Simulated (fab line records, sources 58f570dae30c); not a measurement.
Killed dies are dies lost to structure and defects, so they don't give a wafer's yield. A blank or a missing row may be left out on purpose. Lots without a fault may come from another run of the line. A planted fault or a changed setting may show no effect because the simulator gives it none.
Which tool did it? | flow berkeley_cmos170 | 15 lots, 45 wafers sampled, at 3 steps of a route of 331

WHAT THE GAUGES READ, wafer by wafer
UCB170_M3_CD_MEAS_15: target cd 700 nm.
lot  | measured     | on        | cd_nm (nm)
L307 | day 9 06:41  | cd_sem-01 | 700.4 700.8 701.7
L305 | day 9 06:20  | cd_sem-01 | 700.4 699.4 700.5
L306 | day 9 07:57  | cd_sem-02 | 699.2 700.9 698.5
L308 | day 9 20:04  | cd_sem-01 | 700.7 699.8 699.6
L310 | day 10 05:55 | cd_sem-02 | 697.6 697.6 697.9
L311 | day 10 07:41 | cd_sem-01 | 698.8 698.3 699.9
L316 | day 10 23:30 | cd_sem-01 | 698.1 699.0 700.7
L313 | day 11 00:23 | cd_sem-02 | 700.9 700.6 700.2
L314 | day 11 00:30 | cd_sem-01 | 702.6 702.9 701.8
L318 | day 11 11:34 | cd_sem-02 | 700.1 698.8 700.6
L315 | day 11 11:51 | cd_sem-01 | 700.8 700.2 700.8
L322 | day 12 07:12 | cd_sem-01 | 700.1 701.5 701.9
L324 | day 13 08:55 | cd_sem-01 | 698.0 699.5 699.9
L326 | day 13 16:55 | cd_sem-01 | 700.2 698.0 700.4
L325 | day 14 00:16 | cd_sem-01 | 699.8 700.4 701.6

WHICH TOOL RAN EACH LOT (tool, then ch and the chambers of the sampled wafers, then the start)
lot  | UCB170_PSD_IMPLANT_08           | UCB170_M3_SPUTTER_01
L307 | implanter-02 ch 0, day 7 22:41  | pvd_sputter-03, day 9 04:07
L305 | implanter-03 ch 0, day 7 23:14  | pvd_sputter-02, day 9 03:24
L306 | implanter-02 ch 0, day 7 23:29  | pvd_sputter-01, day 9 05:18
L308 | implanter-02 ch 0, day 8 16:29  | pvd_sputter-03, day 9 17:34
L310 | implanter-03 ch 0, day 9 05:11  | pvd_sputter-01, day 10 03:19
L311 | implanter-03 ch 0, day 9 05:25  | pvd_sputter-02, day 10 05:10
L316 | implanter-03 ch 0, day 9 19:52  | pvd_sputter-02, day 10 20:58
L313 | implanter-02 ch 0, day 9 20:05  | pvd_sputter-01, day 10 22:04
L314 | implanter-03 ch 0, day 9 20:12  | pvd_sputter-03, day 10 22:20
L318 | implanter-03 ch 0, day 10 07:27 | pvd_sputter-02, day 11 05:25
L315 | implanter-03 ch 0, day 10 07:45 | pvd_sputter-01, day 11 05:41
L322 | implanter-01 ch 0, day 11 05:47 | pvd_sputter-02, day 12 05:14
L324 | implanter-02 ch 0, day 12 02:29 | pvd_sputter-03, day 13 06:11
L326 | implanter-02 ch 0, day 12 12:51 | pvd_sputter-02, day 13 14:20
L325 | implanter-01 ch 0, day 12 19:16 | pvd_sputter-02, day 13 20:45
- UCB170_PSD_IMPLANT_08
- UCB170_M3_SPUTTER_01: material Al, target thk 900 nm, time 120 s.

WHAT THE TOOLS THEMSELVES READ (means of the sampled wafers that have a number; where no wafer has one, the mark that the record gives instead)
UCB170_PSD_IMPLANT_08.
lot  | tool         | beam_energy_keV
L307 | implanter-02 | 20.002
L305 | implanter-03 | 19.998
L306 | implanter-02 | 19.998
L308 | implanter-02 | 20.004
L310 | implanter-03 | 20.008
L311 | implanter-03 | 19.995
L316 | implanter-03 | 19.987
L313 | implanter-02 | 20.002
L314 | implanter-03 | 20.228
L318 | implanter-03 | 20.229
L315 | implanter-03 | 20.219
L322 | implanter-01 | 20.008
L324 | implanter-02 | 20.004
L326 | implanter-02 | 20.001
L325 | implanter-01 | 20.000

UCB170_M3_SPUTTER_01.
lot  | tool           | throttle_valve_pct (%)
L307 | pvd_sputter-03 | 31.2
L305 | pvd_sputter-02 | 29.6
L306 | pvd_sputter-01 | 30.7
L308 | pvd_sputter-03 | 30.6
L310 | pvd_sputter-01 | 30.8
L311 | pvd_sputter-02 | 29.7
L316 | pvd_sputter-02 | 29.7
L313 | pvd_sputter-01 | 29.6
L314 | pvd_sputter-03 | 29.6
L318 | pvd_sputter-02 | 29.9
L315 | pvd_sputter-01 | 29.8
L322 | pvd_sputter-02 | 29.7
L324 | pvd_sputter-03 | 30.3
L326 | pvd_sputter-02 | 29.5
L325 | pvd_sputter-02 | 29.4

THE ANSWER, worked out from the rows above alone
Rule: what is usual is taken from the lots themselves. Put in order of their means at a reading, lots are off if they are a third of the lots or fewer, leave a main group of 4 or more, and stand apart from it by a gap of 3 or more times the standard deviation of the main group's means; of several such gaps the widest counts. A main group whose means are all the same, to the digits that the tables above print for the reading, isn't used. A lot without any number at a reading at which 4 lots or more have one is off too. The other lots that the step has rows for count as sound. The gauges are gone through in route order, then the tools' own readings, and for those a lot's mean is taken as printed above. The first step at which some lot is off is used, and at that step the reading that is off furthest; a lot without a number counts as furthest.
Off: L314, L318, L315, at UCB170_PSD_IMPLANT_08 (beam_energy_keV). The main group: mean 20.001, standard deviation 0.0055.
A tool fits if, at that step or a process step before it, it ran every lot that is off, and no sound lot after the first of them. One fits: implanter-03 at UCB170_PSD_IMPLANT_08. Its last sound lot is L316 (day 9 19:52), its first lot that is off L314 (day 9 20:12): a fault that began between those two fits.
The tool's own readings at UCB170_PSD_IMPLANT_08 bear it out: on the lots that are off they differ by more than 5 times the standard deviation of the sound lots' means. beam_energy_keV reads 20.225 there against 20.001 on the sound lots.

WHAT THE SIMULATOR HAD PUT IN
Process parameter drift: implanter-03, from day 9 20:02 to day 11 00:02, at UCB170_PSD_IMPLANT_08. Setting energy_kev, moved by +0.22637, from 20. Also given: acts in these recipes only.
Lots struck among those shown: L314, L318, L315. The rule above found the same.
